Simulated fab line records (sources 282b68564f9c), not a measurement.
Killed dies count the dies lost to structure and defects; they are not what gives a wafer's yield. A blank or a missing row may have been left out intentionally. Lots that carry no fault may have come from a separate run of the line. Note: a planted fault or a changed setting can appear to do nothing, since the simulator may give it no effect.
Which tool did it? / flow rit_cmos / Sampling: 13 lots, 39 wafers, 6 of 202 route steps

WHAT THE GAUGES SHOWED, per wafer
RIT_ACTIVE_THK_MEAS_02. Usual: ACTIVE_OXIDE_THK 46.9 nm, standard deviation 0.94.
lot=L131; measured=day 1 17:03; on=film_metro-02; ACTIVE_OXIDE_THK (nm)=48.7 48.7 47.9; flag=
lot=L132; measured=day 1 22:03; on=film_metro-03; ACTIVE_OXIDE_THK (nm)=45.5 45.6 46.2; flag=
lot=L133; measured=day 2 03:03; on=film_metro-01; ACTIVE_OXIDE_THK (nm)=46.2 46.5 46.4; flag=
lot=L134; measured=day 2 08:05; on=film_metro-01; ACTIVE_OXIDE_THK (nm)=45.9 44.9 46.0; flag=
lot=L135; measured=day 2 13:04; on=film_metro-03; ACTIVE_OXIDE_THK (nm)=46.6 47.1 46.6; flag=
lot=L136; measured=day 2 18:03; on=film_metro-02; ACTIVE_OXIDE_THK (nm)=46.7 46.6 47.0; flag=
lot=L138; measured=day 3 04:03; on=film_metro-01; ACTIVE_OXIDE_THK (nm)=48.1 47.8 47.5; flag=
lot=L140; measured=day 3 14:03; on=film_metro-03; ACTIVE_OXIDE_THK (nm)=47.7 47.8 47.5; flag=
lot=L143; measured=day 4 05:04; on=film_metro-03; ACTIVE_OXIDE_THK (nm)=46.5 46.4 46.9; flag=
lot=L147; measured=day 5 01:04; on=film_metro-02; ACTIVE_OXIDE_THK (nm)=45.7 45.7 45.7; flag=
lot=L149; measured=day 5 11:34; on=film_metro-01; ACTIVE_OXIDE_THK (nm)=45.2 45.8 45.9; flag=
lot=L151; measured=day 5 21:13; on=film_metro-02; ACTIVE_OXIDE_THK (nm)=46.1 47.0 47.1; flag=
lot=L153; measured=day 6 07:08; on=film_metro-03; ACTIVE_OXIDE_THK (nm)=46.1 47.0 46.5; flag=

RIT_ACTIVE_THK_MEAS_04. Usual: ACTIVE_NITRIDE_THK 150.7 nm, standard deviation 0.96.
lot=L131; measured=day 1 18:32; on=film_metro-03; ACTIVE_NITRIDE_THK (nm)=150.8 151.5 151.0; flag=
lot=L132; measured=day 1 23:32; on=film_metro-03; ACTIVE_NITRIDE_THK (nm)=148.7 150.4 150.3; flag=
lot=L133; measured=day 2 05:14; on=film_metro-02; ACTIVE_NITRIDE_THK (nm)=151.0 151.8 152.3; flag=
lot=L134; measured=day 2 09:50; on=film_metro-01; ACTIVE_NITRIDE_THK (nm)=148.5 149.4 149.3; flag=
lot=L135; measured=day 2 14:33; on=film_metro-02; ACTIVE_NITRIDE_THK (nm)=149.4 150.3 149.4; flag=
lot=L136; measured=day 2 19:32; on=film_metro-01; ACTIVE_NITRIDE_THK (nm)=150.4 150.4 149.5; flag=
lot=L138; measured=day 3 05:32; on=film_metro-03; ACTIVE_NITRIDE_THK (nm)=150.7 151.6 151.3; flag=
lot=L140; measured=day 3 16:14; on=film_metro-03; ACTIVE_NITRIDE_THK (nm)=151.1 152.3 152.0; flag=
lot=L143; measured=day 4 06:33; on=film_metro-02; ACTIVE_NITRIDE_THK (nm)=151.9 152.7 152.4; flag=
lot=L147; measured=day 5 02:32; on=film_metro-02; ACTIVE_NITRIDE_THK (nm)=150.8 150.2 150.1; flag=
lot=L149; measured=day 5 13:03; on=film_metro-02; ACTIVE_NITRIDE_THK (nm)=148.8 150.0 150.1; flag=
lot=L151; measured=day 5 23:24; on=film_metro-03; ACTIVE_NITRIDE_THK (nm)=150.5 150.8 149.1; flag=
lot=L153; measured=day 6 09:16; on=film_metro-02; ACTIVE_NITRIDE_THK (nm)=153.0 151.5 153.4; flag=

RIT_PSD_TW_MEAS_10. Usual: PSD_TW 3406, standard deviation 34.
lot=L131; measured=day 3 06:11; on=film_metro-01; PSD_TW=3369 3377 3373; flag=
lot=L132; measured=day 3 12:14; on=film_metro-02; PSD_TW=3462 3470 3482; flag=
lot=L133; measured=day 3 17:22; on=film_metro-01; PSD_TW=3389 3391 3373; flag=
lot=L134; measured=day 3 23:43; on=film_metro-03; PSD_TW=3423 3443 3415; flag=
lot=L135; measured=day 4 02:33; on=film_metro-01; PSD_TW=3373 3361 3370; flag=
lot=L136; measured=day 4 07:02; on=film_metro-02; PSD_TW=3468 3450 3473; flag=
lot=L138; measured=day 4 17:25; on=film_metro-01; PSD_TW=3367 3383 3356; flag=
lot=L140; measured=day 5 03:44; on=film_metro-01; PSD_TW=3388 3394 3383; flag=
lot=L143; measured=day 5 17:58; on=film_metro-03; PSD_TW=3400 3406 3411; flag=
lot=L147; measured=day 6 16:35; on=film_metro-02; PSD_TW=3437 3453 3460; flag=
lot=L149; measured=day 7 01:32; on=film_metro-01; PSD_TW=3363 3365 3371; flag=
lot=L151; measured=day 7 13:54; on=film_metro-02; PSD_TW=3479 3456 3472; flag=
lot=L153; measured=day 8 02:52; on=film_metro-03; PSD_TW=3443 3441 3432; flag=

RIT_M1_RS_MEAS_01: the measuring method here is four-point-probe. Usual: M1_AL_RS 0.0738 ohm/sq, standard deviation 0.00072.
lot=L131; measured=day 3 10:47; on=film_metro-01; M1_AL_RS (ohm/sq)=0.0732 0.0740 0.0732; flag=
lot=L132; measured=day 3 16:40; on=film_metro-02; M1_AL_RS (ohm/sq)=0.0740 0.0723 0.0723; flag=
lot=L133; measured=day 3 21:34; on=film_metro-01; M1_AL_RS (ohm/sq)=0.0741 0.0734 0.0737; flag=
lot=L134; measured=day 4 04:05; on=film_metro-01; M1_AL_RS (ohm/sq)=0.0741 0.0727 0.0732; flag=
lot=L135; measured=day 4 07:03; on=film_metro-01; M1_AL_RS (ohm/sq)=0.0733 0.0742 0.0734; flag=
lot=L136; measured=day 4 11:17; on=film_metro-02; M1_AL_RS (ohm/sq)=0.0724 0.0729 0.0725; flag=
lot=L138; measured=day 4 21:33; on=film_metro-02; M1_AL_RS (ohm/sq)=0.0727 0.0734 0.0730; flag=
lot=L140; measured=day 5 07:46; on=film_metro-03; M1_AL_RS (ohm/sq)=0.0740 0.0443 0.0756; flag=OFF
lot=L143; measured=day 5 22:08; on=film_metro-01; M1_AL_RS (ohm/sq)=0.0746 0.0739 0.0738; flag=
lot=L147; measured=day 6 20:36; on=film_metro-02; M1_AL_RS (ohm/sq)=0.0746 0.0746 0.0746; flag=
lot=L149; measured=day 7 05:32; on=film_metro-01; M1_AL_RS (ohm/sq)=0.0734 0.0741 0.0740; flag=
lot=L151; measured=day 7 18:02; on=film_metro-02; M1_AL_RS (ohm/sq)=0.0755 0.0746 0.0740; flag=
lot=L153; measured=day 8 06:54; on=film_metro-01; M1_AL_RS (ohm/sq)=0.0731 0.0732 0.0736; flag=

RIT_M1_THK_MEAS_02: measures by xrf. Usual: M1_AL_THK 401 nm, standard deviation 4.2.
lot=L131; measured=day 3 10:55; on=film_metro-01; M1_AL_THK (nm)=403 399 404; flag=
lot=L132; measured=day 3 16:47; on=film_metro-02; M1_AL_THK (nm)=401 409 409; flag=
lot=L133; measured=day 3 21:41; on=film_metro-01; M1_AL_THK (nm)=398 403 404; flag=
lot=L134; measured=day 4 04:12; on=film_metro-01; M1_AL_THK (nm)=397 404 405; flag=
lot=L135; measured=day 4 07:09; on=film_metro-01; M1_AL_THK (nm)=404 400 403; flag=
lot=L136; measured=day 4 11:24; on=film_metro-02; M1_AL_THK (nm)=406 404 408; flag=
lot=L138; measured=day 4 21:40; on=film_metro-02; M1_AL_THK (nm)=406 403 404; flag=
lot=L140; measured=day 5 07:53; on=film_metro-03; M1_AL_THK (nm)=399 667 392; flag=OFF
lot=L143; measured=day 5 22:14; on=film_metro-01; M1_AL_THK (nm)=399 402 399; flag=
lot=L147; measured=day 6 20:43; on=film_metro-02; M1_AL_THK (nm)=397 398 397; flag=
lot=L149; measured=day 7 05:39; on=film_metro-01; M1_AL_THK (nm)=401 398 400; flag=
lot=L151; measured=day 7 18:10; on=film_metro-02; M1_AL_THK (nm)=389 395 394; flag=
lot=L153; measured=day 8 07:01; on=film_metro-01; M1_AL_THK (nm)=404 408 402; flag=

WHICH TOOL RAN EACH LOT (tool, then ch and the chambers of the sampled wafers, then the start)
lot=L131; RIT_M1_SPUTTER_00=pvd_sputter-02, day 3 10:30
lot=L132; RIT_M1_SPUTTER_00=pvd_sputter-03, day 3 16:22
lot=L133; RIT_M1_SPUTTER_00=pvd_sputter-02, day 3 21:16
lot=L134; RIT_M1_SPUTTER_00=pvd_sputter-03, day 4 03:47
lot=L135; RIT_M1_SPUTTER_00=pvd_sputter-02, day 4 06:43
lot=L136; RIT_M1_SPUTTER_00=pvd_sputter-03, day 4 10:59
lot=L138; RIT_M1_SPUTTER_00=pvd_sputter-03, day 4 21:16
lot=L140; RIT_M1_SPUTTER_00=pvd_sputter-03, day 5 07:29
lot=L143; RIT_M1_SPUTTER_00=pvd_sputter-01, day 5 21:48
lot=L147; RIT_M1_SPUTTER_00=pvd_sputter-01, day 6 20:17
lot=L149; RIT_M1_SPUTTER_00=pvd_sputter-01, day 7 05:14
lot=L151; RIT_M1_SPUTTER_00=pvd_sputter-01, day 7 17:44
lot=L153; RIT_M1_SPUTTER_00=pvd_sputter-02, day 8 06:35
- RIT_M1_SPUTTER_00: material Al, target thk 400 nm, time 500 s.

WHAT THE TOOLS THEMSELVES READ (means of the sampled wafers that have a number; where no wafer has one, the mark that the record gives instead)
RIT_M1_SPUTTER_00. Usual: substrate_temp_c 25.00 C, standard deviation 0.1; throttle_valve_pct 29.7 %, standard deviation 1.1.
lot=L131; tool=pvd_sputter-02; substrate_temp_c (C)=25.02; throttle_valve_pct (%)=28.6; flag=
lot=L132; tool=pvd_sputter-03; substrate_temp_c (C)=24.93; throttle_valve_pct (%)=30.6; flag=
lot=L133; tool=pvd_sputter-02; substrate_temp_c (C)=24.98; throttle_valve_pct (%)=28.4; flag=
lot=L134; tool=pvd_sputter-03; substrate_temp_c (C)=24.93; throttle_valve_pct (%)=29.9; flag=
lot=L135; tool=pvd_sputter-02; substrate_temp_c (C)=24.98; throttle_valve_pct (%)=28.2; flag=
lot=L136; tool=pvd_sputter-03; substrate_temp_c (C)=25.11; throttle_valve_pct (%)=30.4; flag=
lot=L138; tool=pvd_sputter-03; substrate_temp_c (C)=25.04; throttle_valve_pct (%)=29.7; flag=
lot=L140; tool=pvd_sputter-03; substrate_temp_c (C)=25.01; throttle_valve_pct (%)=30.7; flag=
lot=L143; tool=pvd_sputter-01; substrate_temp_c (C)=24.94; throttle_valve_pct (%)=30.5; flag=
lot=L147; tool=pvd_sputter-01; substrate_temp_c (C)=24.93; throttle_valve_pct (%)=30.2; flag=
lot=L149; tool=pvd_sputter-01; substrate_temp_c (C)=25.04; throttle_valve_pct (%)=30.9; flag=
lot=L151; tool=pvd_sputter-01; substrate_temp_c (C)=24.96; throttle_valve_pct (%)=29.9; flag=
lot=L153; tool=pvd_sputter-02; substrate_temp_c (C)=25.03; throttle_valve_pct (%)=28.5; flag=

THE ANSWER, worked out from the rows above alone
Rule: take the mean of a lot's wafers that have a number; if it is more than 3 standard deviations from the usual mean, the lot is off. Also off: a lot with no number at a reading for which 4 or more lots have one. Any other lot the step has rows for is counted as sound. After the gauges, taken in route order, come the tools' own readings; for these a lot's mean is taken, as printed above. At the first step where some lot is off, the reading lying furthest off is the one used; lots without a number count as furthest.
Off: L140, seen at RIT_M1_RS_MEAS_01 (M1_AL_RS).
If a tool, at a process step before that reading, ran all the lots that are off and no sound lot after the first of them, it fits. Gauges at RIT_M1_RS_MEAS_01: tried the same way as those tools. Undecided on this evidence; 2 tools fit (pvd_sputter-03 at RIT_M1_SPUTTER_00, film_metro-03 at RIT_M1_RS_MEAS_01).

WHAT THE SIMULATOR HAD INSERTED
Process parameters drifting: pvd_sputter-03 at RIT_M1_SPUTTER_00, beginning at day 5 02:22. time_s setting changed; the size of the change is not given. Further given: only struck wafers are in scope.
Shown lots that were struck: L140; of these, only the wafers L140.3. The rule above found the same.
